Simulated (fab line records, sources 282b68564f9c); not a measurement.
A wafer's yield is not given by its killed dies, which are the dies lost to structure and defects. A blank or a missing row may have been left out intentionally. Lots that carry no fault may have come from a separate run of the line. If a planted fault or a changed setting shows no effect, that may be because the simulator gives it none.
Split-lot experiment || flow rit-cmos || 5 lots, 23 wafers read, on a route of 202 steps

## THE SPLIT ITSELF
At RIT_PSD_IMPLANT_08, the setting energy-kev was moved away from the recipe's 27 on 5 of the 23 wafers read, by -5.0% to -2.5%. For the rest of the wafers, this setting stayed at what the recipe calls for.

## FROM THE SPLIT TO THE READING: what the file shows between them, 3 steps
- RIT_PSD_STRIP_09: strips in O2, time 180 s
- RIT_SDANNEAL_CLEAN_02: cleans in SC2, time 600 s
- RIT_SDANNEAL_RTA_03: time 5 s

## THE READING
PSD_RS (ohm/sq), read at RIT_SDANNEAL_RS_MEAS_04 with a four-point probe. A value of 116.1 ohm/sq with a standard deviation of 0.33 ohm/sq is what fault-free wafers of this fab line usually give.

{"wafer": "L076.1", "tool, chamber at the split": "implanter-03, 0", "energy-kev as run": 27, "against the recipe": "recipe", "PSD_RS, ohm/sq": 116.4, "against lot-mates on the recipe": "-"}
{"wafer": "L076.3", "tool, chamber at the split": "implanter-03, 0", "energy-kev as run": 27, "against the recipe": "recipe", "PSD_RS, ohm/sq": 116.1, "against lot-mates on the recipe": "-"}
{"wafer": "L076.6", "tool, chamber at the split": "implanter-03, 0", "energy-kev as run": 27, "against the recipe": "recipe", "PSD_RS, ohm/sq": 116.2, "against lot-mates on the recipe": "-"}
{"wafer": "L079.1", "tool, chamber at the split": "implanter-03, 0", "energy-kev as run": 27, "against the recipe": "recipe", "PSD_RS, ohm/sq": 115.5, "against lot-mates on the recipe": "-"}
{"wafer": "L079.2", "tool, chamber at the split": "implanter-03, 0", "energy-kev as run": 27, "against the recipe": "recipe", "PSD_RS, ohm/sq": 115.5, "against lot-mates on the recipe": "-"}
{"wafer": "L079.4", "tool, chamber at the split": "implanter-03, 0", "energy-kev as run": 27, "against the recipe": "recipe", "PSD_RS, ohm/sq": 115.8, "against lot-mates on the recipe": "-"}
{"wafer": "L079.5", "tool, chamber at the split": "implanter-03, 0", "energy-kev as run": 27, "against the recipe": "recipe", "PSD_RS, ohm/sq": 115.4, "against lot-mates on the recipe": "-"}
{"wafer": "L079.6", "tool, chamber at the split": "implanter-03, 0", "energy-kev as run": 27, "against the recipe": "recipe", "PSD_RS, ohm/sq": 115.8, "against lot-mates on the recipe": "-"}
{"wafer": "L081.1", "tool, chamber at the split": "implanter-04, 0", "energy-kev as run": 27, "against the recipe": "recipe", "PSD_RS, ohm/sq": 115.9, "against lot-mates on the recipe": "-"}
{"wafer": "L081.2", "tool, chamber at the split": "implanter-04, 0", "energy-kev as run": 27, "against the recipe": "recipe", "PSD_RS, ohm/sq": 115.8, "against lot-mates on the recipe": "-"}
{"wafer": "L081.3", "tool, chamber at the split": "implanter-04, 0", "energy-kev as run": 27, "against the recipe": "recipe", "PSD_RS, ohm/sq": 115.8, "against lot-mates on the recipe": "-"}
{"wafer": "L081.4", "tool, chamber at the split": "implanter-04, 0", "energy-kev as run": 27, "against the recipe": "recipe", "PSD_RS, ohm/sq": 115.7, "against lot-mates on the recipe": "-"}
{"wafer": "L081.5", "tool, chamber at the split": "implanter-04, 0", "energy-kev as run": 27, "against the recipe": "recipe", "PSD_RS, ohm/sq": 115.6, "against lot-mates on the recipe": "-"}
{"wafer": "L084.1", "tool, chamber at the split": "implanter-02, 0", "energy-kev as run": 27, "against the recipe": "recipe", "PSD_RS, ohm/sq": 116.1, "against lot-mates on the recipe": "-"}
{"wafer": "L084.2", "tool, chamber at the split": "implanter-02, 0", "energy-kev as run": 25.66, "against the recipe": "-5.0%", "PSD_RS, ohm/sq": 119.0, "against lot-mates on the recipe": "+2.8"}
{"wafer": "L084.3", "tool, chamber at the split": "implanter-02, 0", "energy-kev as run": 25.66, "against the recipe": "-5.0%", "PSD_RS, ohm/sq": 118.9, "against lot-mates on the recipe": "+2.8"}
{"wafer": "L084.5", "tool, chamber at the split": "implanter-02, 0", "energy-kev as run": 27, "against the recipe": "recipe", "PSD_RS, ohm/sq": 116.2, "against lot-mates on the recipe": "-"}
{"wafer": "L084.6", "tool, chamber at the split": "implanter-02, 0", "energy-kev as run": 25.66, "against the recipe": "-5.0%", "PSD_RS, ohm/sq": 119.0, "against lot-mates on the recipe": "+2.8"}
{"wafer": "L085.2", "tool, chamber at the split": "implanter-02, 0", "energy-kev as run": 27, "against the recipe": "recipe", "PSD_RS, ohm/sq": 116.1, "against lot-mates on the recipe": "-"}
{"wafer": "L085.3", "tool, chamber at the split": "implanter-02, 0", "energy-kev as run": 27, "against the recipe": "recipe", "PSD_RS, ohm/sq": 116.4, "against lot-mates on the recipe": "-"}
{"wafer": "L085.4", "tool, chamber at the split": "implanter-02, 0", "energy-kev as run": 27, "against the recipe": "recipe", "PSD_RS, ohm/sq": 116.3, "against lot-mates on the recipe": "-"}
{"wafer": "L085.5", "tool, chamber at the split": "implanter-02, 0", "energy-kev as run": 26.33, "against the recipe": "-2.5%", "PSD_RS, ohm/sq": 117.4, "against lot-mates on the recipe": "+1.1"}
{"wafer": "L085.6", "tool, chamber at the split": "implanter-02, 0", "energy-kev as run": 26.33, "against the recipe": "-2.5%", "PSD_RS, ohm/sq": 117.7, "against lot-mates on the recipe": "+1.4"}

FIT RESULTS
A straight line over all 23 wafers: PSD_RS changes by -0.618 ohm/sq for each +1% of energy-kev; r = -0.97; the points scatter about the line by 0.29 ohm/sq.
The same after taking each lot's own level away (the mean of its wafers on the recipe; 23 wafers): -0.562 ohm/sq for each +1%; r = -0.99; scatter 0.13 ohm/sq.
On that fit, the largest move of energy-kev shifts the reading by 2.8 ohm/sq.
The span of the lots' own levels, 115.60 to 116.27 ohm/sq, comes to 2.0 times the standard deviation stated above.
Hence the slope depends on the lot-to-lot level, as the two fits are not the same.
Check: +2.75 ohm/sq against its lot-mates is what the line predicts for one of the wafers moved furthest among these (-5.0%) when that wafer is left out of the fit. Against them it came out at +2.85 ohm/sq.

## FURTHER SPLITS ON THESE WAFERS
Before the reading, these wafers also passed through other splits. Each is held against what the fit with the lots' levels taken away leaves over:
{"other split on the same wafers": "RIT_ACTIVE_CVD_03 pressure-mtorr", "wafers away from the commonest value": 15, "r with PSD_RS (lot level and that fit taken away)": -0.06}
{"other split on the same wafers": "RIT_ACTIVE_COAT_06 resist-thk-nm", "wafers away from the commonest value": 7, "r with PSD_RS (lot level and that fit taken away)": -0.12}
{"other split on the same wafers": "RIT_NWELL_IMPLANT_08 dose-cm2", "wafers away from the commonest value": 5, "r with PSD_RS (lot level and that fit taken away)": -0.54}
{"other split on the same wafers": "RIT_PWELL_HARDBAKE_07 temp-c", "wafers away from the commonest value": 9, "r with PSD_RS (lot level and that fit taken away)": "+0.30"}
{"other split on the same wafers": "RIT_GATE_OXIDATION_05 ox-time-s", "wafers away from the commonest value": 18, "r with PSD_RS (lot level and that fit taken away)": -0.12}
{"other split on the same wafers": "RIT_NLDD_SOFTBAKE_02 temp-c", "wafers away from the commonest value": 5, "r with PSD_RS (lot level and that fit taken away)": -0.16}
{"other split on the same wafers": "RIT_NSD_COAT_01 spin-rpm", "wafers away from the commonest value": 6, "r with PSD_RS (lot level and that fit taken away)": -0.23}
{"other split on the same wafers": "RIT_NSD_SOFTBAKE_02 time-s", "wafers away from the commonest value": 6, "r with PSD_RS (lot level and that fit taken away)": "+0.20"}
{"other split on the same wafers": "RIT_PSD_COAT_01 spin-rpm", "wafers away from the commonest value": 6, "r with PSD_RS (lot level and that fit taken away)": -0.22}

## THE WHOLE CHAIN: every reading that the file lists as answering this split, in the file's order
{"step": "RIT_PSD_IMPLANT_08", "what it does": "", "reading": "implant.drp-nm (the simulator's own value, which no gauge read)", "change (the file's fit)": "+0.0854 nm for each +1% of the setting", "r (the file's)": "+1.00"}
{"step": "RIT_SDANNEAL_RS_MEAS_04", "what it does": "measures by four-point-probe", "reading": "PSD_RS", "change (the file's fit)": "-0.561 for each +1% of the setting", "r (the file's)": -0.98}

## THE FILE'S OWN FIT
PSD_RS changes by -0.561 ohm/sq for each +1% of energy-kev, r = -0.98.
